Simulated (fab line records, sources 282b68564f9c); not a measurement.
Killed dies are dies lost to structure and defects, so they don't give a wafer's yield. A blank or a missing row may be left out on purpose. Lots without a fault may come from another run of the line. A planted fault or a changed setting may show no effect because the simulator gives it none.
fab line records | flow rit_cmos
record lots=16 wafers=48 last_day=7
route steps=202 shown PLDD@122
lots that met no fault: from a run of the same line without faults
start_h: hours from the record's first day to the start of the lot's first wafer shown | wait_h: hours since the lot's step before | " the same as in the row above | L1.1+2: a row that stands for several wafers | - no value, or no start given | * or withheld: withheld | < > ~ a bound
route shown NAME@n: a module of which the file shows steps, and the number in the route of the first | usual: mean/standard deviation of fault-free wafers | same: alike in all rows | chamber/n: place in a boat | sites: the reading at each site | _std_site: their standard deviation | _edge_site: outer sites' mean less inner sites' | radius_mm: how far each site lies from the wafer's centre | mask NAME#n: copy n | behind: the tool/chamber that last shaped the wafer | hold: why the lot was held/for how many hours/how that ended | device: the transistor (n, p or np) that didn't switch | end of line: the same wafers' tests at the end of the route | a step without rows: its recipe alone | killed: dies lost to structure and defects at the first sort, not the wafer's yield | map: a wafer's dies, x killed, . not, _ none there
set.NAME: the setting as run; set.NAME@STEP: as run at that earlier step | model.NAME: the simulator's own value behind a step, which no gauge read
steps of the route over a sample of lots; a table a step, a row a wafer
services: from which hour (start_h, from the record's first day; less than 0 if before it) a tool's chamber was out of use, for how many hours, and why
## steps
# step RIT_PLDD_IMPLANT_08
# recipe species=BF2 energy_kev=20 dose_cm2=9e+14 tilt_deg=7
# usual beam_energy_keV=20.001/0.0057 implant_ion_amu=49/0
# columns lot.wafer tool chamber start_h wait_h beam_energy_keV implant_ion_amu
L541.4 implanter-04 0 62.31 0.1 20.002 49
L541.5 " 0 " " 20.006 49
L541.6 " 0 " " 19.997 49
L542.3 implanter-03 0 62.54 0.1 20.000 49
L542.4 " 0 " " 19.998 49
L542.5 " 0 " " 20.004 49
L544.2 implanter-04 0 76.25 0.1 19.993 49
L544.4 " 0 " " 20.008 49
L544.6 " 0 " " 19.993 49
L545.1 implanter-04 0 81.61 0.1 19.995 49
L545.3 " 0 " " 20.007 49
L545.4 " 0 " " 20.006 49
L546.3 implanter-02 0 87.22 0.1 20.001 49
L546.4 " 0 " " 20.004 49
L546.5 " 0 " " 20.010 49
L547.1 implanter-03 0 91.08 0.1 20.007 49
L547.3 " 0 " " 20.002 49
L547.4 " 0 " " 19.997 49
L548.2 implanter-02 0 95.17 0.1 20.005 49
L548.3 " 0 " " 20.000 49
L548.6 " 0 " " 20.006 49
L550.3 implanter-04 0 105.18 0.1 20.008 49
L550.4 " 0 " " 20.004 49
L550.5 " 0 " " 19.997 49
L551.1 implanter-02 0 108.41 0.1 19.992 49
L551.2 " 0 " " 19.996 49
L551.3 " 0 " " 19.995 49
L552.1 implanter-03 0 113.06 0.1 19.995 49
L552.2 " 0 " " 19.997 49
L552.5 " 0 " " 19.991 49
L553.2 implanter-03 0 119.24 0.1 20.001 49
L553.3 " 0 " " 19.992 49
L553.4 " 0 " " 20.004 49
L555.4 implanter-04 0 125.85 0.1 20.002 49
L555.5 " 0 " " 19.994 49
L555.6 " 0 " " 20.004 49
L557.1 implanter-04 0 136.21 0.1 20.009 75
L557.2 " 0 " " 20.006 75
L557.6 " 0 " " 19.999 75
L558.1 implanter-02 0 136.44 0.1 20.007 75
L558.2 " 0 " " 20.004 75
L558.6 " 0 " " 20.002 75
L559.1 implanter-04 0 142.04 0.1 20.007 75
L559.2 " 0 " " 20.007 75
L559.3 " 0 " " 20.002 75
L560.1 implanter-04 0 149.72 0.1 20.013 75
L560.3 " 0 " " 20.002 75
L560.6 " 0 " " 19.993 75
# step RIT_PLDD_TW_MEAS_10
# usual PLDD_TW=2328/13
# columns lot.wafer tool chamber start_h wait_h PLDD_TW
L541.4 film_metro-04 - 62.59 0.1 2304
L541.5 " - " " 2294
L541.6 " - " " 2309
L542.3 film_metro-03 - 62.84 0.1 2340
L542.4 " - " " 2321
L542.5 " - " " 2325
L544.2 film_metro-01 - 76.56 0.1 2350
L544.4 " - " " 2346
L544.6 " - " " 2356
L545.1 film_metro-04 - 81.94 0.1 2319
L545.3 " - " " 2316
L545.4 " - " " 2325
L546.3 film_metro-04 - 87.52 0.1 2328
L546.4 " - " " 2323
L546.5 " - " " 2325
L547.1 film_metro-04 - 91.40 0.1 2331
L547.3 " - " " 2314
L547.4 " - " " 2330
L548.2 film_metro-04 - 95.48 0.1 2329
L548.3 " - " " 2313
L548.6 " - " " 2329
L550.3 film_metro-04 - 105.48 0.1 2329
L550.4 " - " " 2323
L550.5 " - " " 2330
L551.1 film_metro-04 - 108.73 0.1 2327
L551.2 " - " " 2323
L551.3 " - " " 2324
L552.1 film_metro-03 - 113.38 0.1 2335
L552.2 " - " " 2320
L552.5 " - " " 2327
L553.2 film_metro-04 - 119.55 0.1 2321
L553.3 " - " " 2333
L553.4 " - " " 2317
L555.4 film_metro-04 - 126.13 0.1 2342
L555.5 " - " " 2335
L555.6 " - " " 2324
L557.1 film_metro-01 - 136.54 0.1 2965
L557.2 " - " " 2979
L557.6 " - " " 2974
L558.1 film_metro-04 - 136.77 0.1 2964
L558.2 " - " " 2961
L558.6 " - " " 2970
L559.1 film_metro-04 - 142.36 0.1 2970
L559.2 " - " " 2951
L559.3 " - " " 2961
L560.1 film_metro-04 - 150.04 0.1 2941
L560.3 " - " " 2942
L560.6 " - " " 2933
# step RIT_SDANNEAL_RS_MEAS_06
# recipe thk_meas_gauge=four-point-probe
# usual PLDD_RS=178.2/0.44
# columns lot.wafer tool chamber start_h wait_h PLDD_RS[ohm/sq]
L541.4 film_metro-04 - 69.08 0.1 177.9
L541.5 " - " " 178.5
L541.6 " - " " 178.5
L542.3 film_metro-03 - 69.39 0.1 177.7
L542.4 " - " " 177.7
L542.5 " - " " 177.6
L544.2 film_metro-03 - 83.37 0.1 178.5
L544.4 " - " " 178.6
L544.6 " - " " 178.3
L545.1 film_metro-01 - 88.26 0.1 178.3
L545.3 " - " " 178.2
L545.4 " - " " 178.1
L546.3 film_metro-04 - 93.62 0.1 178.2
L546.4 " - " " 178.1
L546.5 " - " " 178.1
L547.1 film_metro-04 - 97.82 0.1 179.3
L547.3 " - " " 178.8
L547.4 " - " " 179.0
L548.2 film_metro-03 - 102.19 0.1 178.1
L548.3 " - " " 178.2
L548.6 " - " " 177.9
L550.3 film_metro-01 - 111.96 0.1 178.3
L550.4 " - " " 178.3
L550.5 " - " " 178.0
L551.1 film_metro-04 - 115.21 0.1 178.4
L551.2 " - " " 178.5
L551.3 " - " " 177.9
L552.1 film_metro-01 - 119.86 0.1 177.8
L552.2 " - " " 178.4
L552.5 " - " " 178.0
L553.2 film_metro-03 - 125.79 0.1 177.8
L553.3 " - " " 178.6
L553.4 " - " " 178.7
L555.4 film_metro-04 - 133.64 0.1 177.4
L555.5 " - " " 178.2
L555.6 " - " " 177.8
L557.1 film_metro-03 - 142.65 0.1 68.5
L557.2 " - " " 68.7
L557.6 " - " " 68.5
L558.1 film_metro-04 - 144.31 0.1 68.6
L558.2 " - " " 68.7
L558.6 " - " " 68.6
L559.1 film_metro-04 - 148.59 0.1 68.9
L559.2 " - " " 68.7
L559.3 " - " " 68.8
L560.1 film_metro-01 - 156.25 0.1 68.6
L560.3 " - " " 68.5
L560.6 " - " " 68.5
## services
# columns tool chamber start_h hours kind
implanter-04 - 63.54 1.4 repair
implanter-03 - 78.52 5.1 repair
implanter-04 - 79.59 1.8 repair
implanter-03 - 121.64 3.7 repair
implanter-03 - 134.88 18.7 repair
## key
first_sign step=RIT_PLDD_IMPLANT_08 reading=implant_ion_amu direction=up sigmas=99+ usual=49 struck=75
effect step=RIT_PLDD_TW_MEAS_10 reading=PLDD_TW direction=up sigmas=50 usual=2328 struck=2959
effect step=RIT_SDANNEAL_RS_MEAS_06 reading=PLDD_RS direction=down sigmas=99+ usual=178.2 struck=68.6
met_at RIT_PLDD_IMPLANT_08
struck_lots L557,L558,L559,L560
sort_left_out L557.1,L557.2,L557.6,L558.1,L558.2,L558.6,L559.1,L559.2,L559.3,L560.1,L560.3,L560.6
tester_left_out L557,L558,L559,L560
onset_between 125.85 136.21
fault kind=wrong_recipe_download tool=implanter-02,implanter-03,implanter-04 chamber=- onset_h=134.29 steps=RIT_PLDD_IMPLANT_08 wrong_recipe.not_listed=1
# tester_left_out: of these lots the tester's yield and bins aren't shown, on N5 and GAA mostly nor the transistor test; their killed dies are dies lost to structure and defects alone, not to doping, threshold or leakage, so they don't give the yield
# sort_left_out: the simulated sort isn't trusted on such a fault, so these wafers' sort isn't shown, and their yield isn't known
